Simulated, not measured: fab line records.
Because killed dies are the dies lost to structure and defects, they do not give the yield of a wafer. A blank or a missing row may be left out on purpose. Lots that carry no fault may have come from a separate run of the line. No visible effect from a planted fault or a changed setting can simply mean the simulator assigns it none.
One fault through the eyes of 2 desks | flow ritCmos | every desk sees just its own numbers, and what lay behind them comes last

METROLOGY DESK
What the gauges read for every lot (on any tool): the sampled wafers with a number, averaged. If a lot's mean is further than 4 standard deviations from the usual mean, the lot is out of limits and carries the mark OUT (the distance appears in the brackets).
Columns: A = PSD_TW at RIT_PSD_TW_MEAS_10, usual 3455; B = PSD_RS at RIT_SDANNEAL_RS_MEAS_04, usual 116.03 ohm/sq
lot  | first seen here | A               | B
L264 | day 3 03:41     | 3453            | 115.99
L265 | day 3 07:37     | 3444            | 115.88
L266 | day 3 11:01     | 3485            | 116.48
L268 | day 3 22:34     | 3494            | 115.57
L272 | day 4 16:45     | 3497            | 115.80
L273 | day 4 22:49     | 3452            | 115.90
L275 | day 5 07:42     | 3580 (+4.6) OUT | 109.17 (-24) OUT
L276 | day 5 12:26     | 3575 (+4.4) OUT | 108.84 (-26) OUT
L279 | day 6 04:58     | 3424            | 116.33
L281 | day 6 16:41     | 3404            | 115.85
L282 | day 7 00:33     | 3473            | 116.27
L283 | day 7 05:14     | 3421            | 116.04
L286 | day 7 16:43     | 3475            | 115.93
L287 | day 7 21:04     | 3469            | 115.63
This desk's finding: out of limits on L275, L276; first on L275, day 5 07:42 (PSD_TW at RIT_PSD_TW_MEAS_10). L264, L265, L266, L268, L272, L273, L279, L281, L282, L283, L286, L287: within limits.

AT THE TOOL OWNER'S DESK: implanter-01
RIT_PSD_IMPLANT_08, tool's own readings: per-lot mean of the sampled wafers with a number, covering each lot this tool ran. If a lot's mean is further than 4 standard deviations from the usual mean, the lot is out of limits and carries the mark OUT (the distance appears in the brackets).
Columns: A = beamEnergyKeV at RIT_PSD_IMPLANT_08, usual 27.001
lot  | first seen here | A
L264 | day 3 03:22     | 27.008
L266 | day 3 10:41     | 26.992
L275 | day 5 07:23     | 30.512 (+99 or more) OUT
L276 | day 5 12:08     | 30.507 (+99 or more) OUT
This desk's verdict: out of limits on L275, L276, starting with L275 at day 5 07:23 (beamEnergyKeV at RIT_PSD_IMPLANT_08). L264, L266: within limits.

BROUGHT TOGETHER
At day 5 07:23, on L275, L276, the tool owner's desk was in a position to raise an alarm.
At day 5 07:42 the metrology desk could have sounded an alarm, on L275, L276.
On implanter-01, each named lot ran RIT_PSD_IMPLANT_08.

WHAT HAD BEEN PUT IN BY THE SIMULATOR
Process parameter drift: implanter-01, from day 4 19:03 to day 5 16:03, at RIT_PSD_IMPLANT_08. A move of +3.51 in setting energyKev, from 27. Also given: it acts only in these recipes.
Struck lots among those shown: L275, L276.
Time in hours from fault onset to the first out-of-limits reading at each desk: tool owner's desk 12, metrology desk 13.
